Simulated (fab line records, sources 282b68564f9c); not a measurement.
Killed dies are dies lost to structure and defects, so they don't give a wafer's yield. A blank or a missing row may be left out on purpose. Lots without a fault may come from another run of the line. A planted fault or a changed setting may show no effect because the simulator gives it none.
fab line records | flow rit_cmos
record lots=6 wafers=18 last_day=7
route steps=202 shown GATE@76 FOX2@80 M1@202
lots that met no fault: from a run of the same line without faults
start_h: hours from the record's first day to the start of the lot's first wafer shown | wait_h: hours since the lot's step before | " the same as in the row above | L1.1+2: a row that stands for several wafers | - no value, or no start given | * or withheld: withheld | < > ~ a bound
route shown NAME@n: a module of which the file shows steps, and the number in the route of the first | usual: mean/standard deviation of fault-free wafers | same: alike in all rows | chamber/n: place in a boat | sites: the reading at each site | _std_site: their standard deviation | _edge_site: outer sites' mean less inner sites' | radius_mm: how far each site lies from the wafer's centre | mask NAME#n: copy n | behind: the tool/chamber that last shaped the wafer | hold: why the lot was held/for how many hours/how that ended | device: the transistor (n, p or np) that didn't switch | end of line: the same wafers' tests at the end of the route | a step without rows: its recipe alone | killed: dies lost to structure and defects at the first sort, not the wafer's yield | map: a wafer's dies, x killed, . not, _ none there
set.NAME: the setting as run; set.NAME@STEP: as run at that earlier step | model.NAME: the simulator's own value behind a step, which no gauge read
lots at some steps of the route; a table a step, a row a wafer
## steps
# step RIT_GATE_CLEAN_01
# recipe chemistry=SC1 mix=3:3:50 time_s=600 temp_c=75
# step RIT_GATE_CLEAN_02
# recipe chemistry=dHF dilution=50:1 time_s=30
# step RIT_GATE_CLEAN_03
# recipe chemistry=SC2 mix=3:3:50 time_s=600 temp_c=75 dry=n2_spin
# step RIT_GATE_CLEAN_04
# recipe chemistry=dHF dilution=50:1 time_s=60 dry=n2_spin
# step RIT_FOX2_THK_MEAS_91
# recipe reads=SiO2_of_FOX2_OXIDATION_00
# usual FIELD_OXIDE_LEFT_2_THK=263/8.4
# columns lot.wafer tool chamber start_h wait_h FIELD_OXIDE_LEFT_2_THK[nm]
L733.3 film_metro-04 - 53.69 0.0 264
L733.4 " - " " 259
L733.6 " - " " 266
L735.1 film_metro-04 - 61.75 0.0 270
L735.4 " - " " 266
L735.5 " - " " 273
L740.1 film_metro-01 - 86.56 0.0 254
L740.4 " - " " 256
L740.5 " - " " 253
L741.3 film_metro-04 - 91.90 0.0 255
L741.4 " - " " 258
L741.6 " - " " 261
L747.1 film_metro-04 - 122.35 0.0 264
L747.4 " - " " 262
L747.5 " - " " 269
L751.1 film_metro-01 - 141.56 0.0 265
L751.3 " - " " 268
L751.5 " - " " 276
# step RIT_GATE_OXIDATION_05
# recipe temp_c=900 ambient=O2 target_thk_a=30 ox_time_s=270
# step RIT_GATE_ANNEAL_06
# recipe temp_c=900 time_s=600 ambient=N2O
# step RIT_GATE_THK_MEAS_07
# recipe reads=SiO2_of_GATE_OXIDATION_05
# usual GATE_OXIDE_THK=3.01/0.071
# columns lot.wafer tool chamber start_h wait_h GATE_OXIDE_THK[nm]
L733.3 film_metro-03 - 55.92 0.0 2.96
L733.4 " - " " 3.10
L733.6 " - " " 2.90
L735.1 film_metro-03 - 63.38 0.0 3.10
L735.4 " - " " 3.01
L735.5 " - " " 3.04
L740.1 film_metro-03 - 88.99 0.0 3.05
L740.4 " - " " 3.07
L740.5 " - " " 3.06
L741.3 film_metro-01 - 93.40 0.0 2.91
L741.4 " - " " 2.95
L741.6 " - " " 3.01
L747.1 film_metro-04 - 123.74 0.0 3.17
L747.4 " - " " 3.06
L747.5 " - " " 3.15
L751.1 film_metro-03 - 143.62 0.0 3.01
L751.3 " - " " 3.04
L751.5 " - " " 2.95
# step RIT_GATE_CVD_08
# recipe material=poly-Si target_thk_nm=250 temp_c=610 precursor=SiH4 time_s=2314 pressure_mtorr=300 sih4_flow_sccm=100
# step RIT_GATE_THK_MEAS_09
# recipe reads=poly-Si_of_GATE_CVD_08
# usual GATE_POLY_THK=260.7/2.5
# columns lot.wafer tool chamber start_h wait_h GATE_POLY_THK[nm]
L733.3 film_metro-01 - 57.60 0.0 259.9
L733.4 " - " " 260.8
L733.6 " - " " 260.5
L735.1 film_metro-04 - 65.06 0.0 260.2
L735.4 " - " " 258.8
L735.5 " - " " 258.9
L740.1 film_metro-01 - 90.67 0.0 264.6
L740.4 " - " " 261.3
L740.5 " - " " 266.0
L741.3 film_metro-04 - 95.08 0.0 262.0
L741.4 " - " " 263.7
L741.6 " - " " 260.7
L747.1 film_metro-03 - 126.22 0.0 260.3
L747.4 " - " " 262.1
L747.5 " - " " 261.5
L751.1 film_metro-04 - 145.29 0.0 263.7
L751.3 " - " " 262.6
L751.5 " - " " 262.0
# step RIT_GATE_HMDS_10
# recipe prime_time_s=60 prime_temp_c=140
# step RIT_GATE_COAT_11
# recipe resist=NOVOLAK spin_rpm=4250 resist_thk_nm=850
# step RIT_GATE_SOFTBAKE_12
# recipe resist=NOVOLAK temp_c=90 time_s=60
# usual heater_power_total_W=34.56/0.049 run_length_s=89.31/0.18
# columns lot.wafer tool chamber start_h wait_h heater_power_total_W run_length_s
L733.3 litho_track-03 0 57.99 0.1 34.60 89.55
L733.4 " 0 " " 34.51 89.27
L733.6 " 0 " " 34.52 89.41
L735.1 litho_track-02 0 65.42 0.1 34.64 89.38
L735.4 " 0 " " 34.50 89.00
L735.5 " 0 " " 34.58 89.08
L740.1 litho_track-03 0 91.03 0.1 35.85 82.17
L740.4 " 0 " " 35.92 82.10
L740.5 " 0 " " 35.96 82.15
L741.3 litho_track-03 0 95.47 0.1 35.83 82.16
L741.4 " 0 " " 35.87 82.10
L741.6 " 0 " " 35.84 82.27
L747.1 litho_track-02 0 126.58 0.1 34.52 89.00
L747.4 " 0 " " 34.52 89.06
L747.5 " 0 " " 34.57 89.10
L751.1 litho_track-02 0 145.65 0.1 34.58 89.04
L751.3 " 0 " " 34.64 89.19
L751.5 " 0 " " 34.60 89.08
# step RIT_GATE_EXPOSE_13
# recipe mask_id=M6 na=0.6 source_shape=conventional sigma_outer=0.6 target_cd_nm=150 dose_mj=380
# step RIT_M1_PROBE_99
# usual killed_at_M0_to_M3=0.0/0.14 killed_at_contacts=0.0/0.22 killed_at_front_end=6.5/3 killed_dies=6.6/3 killed_open=3.4/2.2 killed_short=3.3/1.7
# same gross_dies=264 killed_at_M4_up=0 killed_at_back_side=0 killed_at_other=0
# columns lot.wafer tool chamber start_h wait_h killed_at_M0_to_M3 killed_at_contacts killed_at_front_end killed_dies killed_open killed_short
L733.3 prober-01 - 79.05 0.2 0 0 8 8 4 4
L733.4 prober-01 - 79.10 0.2 1 0 8 9 5 4
L733.6 prober-01 - 79.20 0.2 0 0 8 8 2 6
L735.1 prober-01 - 85.99 0.1 0 0 8 8 5 3
L735.4 prober-01 - 86.14 0.2 0 0 7 7 4 3
L735.5 prober-01 - 86.19 0.2 0 0 6 6 4 2
L740.1 prober-02 - 112.80 0.1 0 0 7 7 1 6
L740.4 prober-02 - 112.95 0.2 0 0 6 6 3 3
L740.5 prober-02 - 113.00 0.2 0 0 7 7 2 5
L741.3 prober-01 - 116.40 0.2 0 1 11 12 10 2
L741.4 prober-01 - 116.45 0.2 0 0 7 7 3 4
L741.6 prober-01 - 116.55 0.2 0 0 8 8 3 5
L747.1 prober-01 - 147.18 0.1 0 0 6 6 4 2
L747.4 prober-01 - 147.33 0.2 0 0 6 6 3 3
L747.5 prober-01 - 147.38 0.2 0 0 6 6 3 3
L751.1 prober-01 - 168.78 0.1 0 0 11 11 6 5
L751.3 prober-01 - 168.88 0.2 0 0 3 3 1 2
L751.5 prober-01 - 168.98 0.2 0 0 7 7 3 4
# killed by level:class
L733.3 GATE:geometric_particle:short=2 GATE:geometric_particle:open=2 FOX2:geometric_particle:open=1 FOX2:geometric_particle:short=1 SPACER:geometric_particle:open=1 SILICIDE:geometric_particle:short=1
L733.4 GATE:geometric_particle:open=3 GATE:geometric_particle:short=2 SPACER:geometric_particle:short=1 SPACER:geometric_particle:open=1 SILICIDE:geometric_particle:open=1 M1:geometric_particle:short=1
L733.6 GATE:geometric_particle:short=2 FOX1:geometric_particle:short=1 FOX2:geometric_particle:short=1 FOX2:geometric_particle:open=1 GATE:geometric_particle:open=1 REOX:geometric_particle:short=1 SPACER:geometric_particle:short=1
L735.1 FOX2:geometric_particle:open=2 SILICIDE:geometric_particle:short=2 GATE:geometric_particle:open=1 GATE:geometric_particle:short=1 REOX:geometric_particle:open=1 SPACER:geometric_particle:open=1
L735.4 GATE:geometric_particle:short=2 FOX1:geometric_particle:open=1 FOX2:geometric_particle:open=1 REOX:geometric_particle:open=1 REOX:geometric_particle:short=1 SILICIDE:geometric_particle:open=1
L735.5 FOX1:geometric_particle:open=1 FOX1:geometric_particle:short=1 FOX2:geometric_particle:open=1 REOX:geometric_particle:open=1 SPACER:geometric_particle:open=1 SILICIDE:geometric_particle:short=1
L740.1 GATE:geometric_particle:short=3 FOX2:geometric_particle:short=1 REOX:geometric_particle:short=1 SPACER:geometric_particle:short=1 SPACER:geometric_particle:open=1
L740.4 SPACER:geometric_particle:open=2 FOX1:geometric_particle:open=1 FOX1:geometric_particle:short=1 GATE:geometric_particle:short=1 SPACER:geometric_particle:short=1
L740.5 GATE:geometric_particle:short=2 SPACER:geometric_particle:short=2 FOX1:geometric_particle:short=1 GATE:geometric_particle:open=1 SPACER:geometric_particle:open=1
L741.3 REOX:geometric_particle:open=5 GATE:geometric_particle:open=2 FOX1:geometric_particle:short=1 FOX1:geometric_particle:open=1 FOX2:geometric_particle:open=1 SPACER:geometric_particle:short=1 CONTACT:geometric_particle:open=1
L741.4 FOX1:geometric_particle:open=1 FOX1:geometric_particle:short=1 GATE:geometric_particle:open=1 REOX:geometric_particle:short=1 SPACER:geometric_particle:short=1 SILICIDE:geometric_particle:short=1 SILICIDE:geometric_particle:open=1
L741.6 SPACER:geometric_particle:short=2 FOX1:geometric_particle:short=1 FOX1:geometric_particle:open=1 GATE:geometric_particle:short=1 REOX:geometric_particle:open=1 REOX:geometric_particle:short=1 SPACER:geometric_particle:open=1
L747.1 FOX1:geometric_particle:open=1 GATE:geometric_particle:open=1 REOX:geometric_particle:open=1 SPACER:geometric_particle:open=1 SPACER:geometric_particle:short=1 SILICIDE:geometric_particle:short=1
L747.4 GATE:geometric_particle:short=2 REOX:geometric_particle:open=2 SPACER:geometric_particle:short=1 SILICIDE:geometric_particle:open=1
L747.5 GATE:geometric_particle:short=2 FOX1:geometric_particle:open=1 FOX1:geometric_particle:short=1 GATE:geometric_particle:open=1 SPACER:geometric_particle:open=1
L751.1 GATE:geometric_particle:short=3 GATE:geometric_particle:open=3 FOX1:geometric_particle:open=2 SILICIDE:geometric_particle:short=2 REOX:geometric_particle:open=1
L751.3 GATE:geometric_particle:short=1 SPACER:geometric_particle:short=1 SPACER:geometric_particle:open=1
L751.5 GATE:geometric_particle:short=3 GATE:geometric_particle:open=3 FOX1:geometric_particle:short=1
## key
first_sign step=RIT_GATE_SOFTBAKE_12 reading=run_length_s direction=down sigmas=40 usual=* struck=*
effect step=RIT_GATE_SOFTBAKE_12 reading=heater_power_total_W direction=up sigmas=27 usual=34.56 struck=35.88
met_at RIT_GATE_SOFTBAKE_12
struck_wafers L740.1,L740.4,L740.5,L741.3,L741.4,L741.6
tester_left_out L740,L741
onset_between 57.99 91.03
fault kind=process_parameter_drift tool=litho_track-03 chamber=- onset_h=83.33 steps=RIT_GATE_SOFTBAKE_12 channel=time_s offset=* shape=step end_h=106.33 acts_in=* stated=*
# tester_left_out: of these lots the tester's yield and bins aren't shown, on N5 and GAA mostly nor the transistor test; their killed dies are dies lost to structure and defects alone, not to doping, threshold or leakage, so they don't give the yield
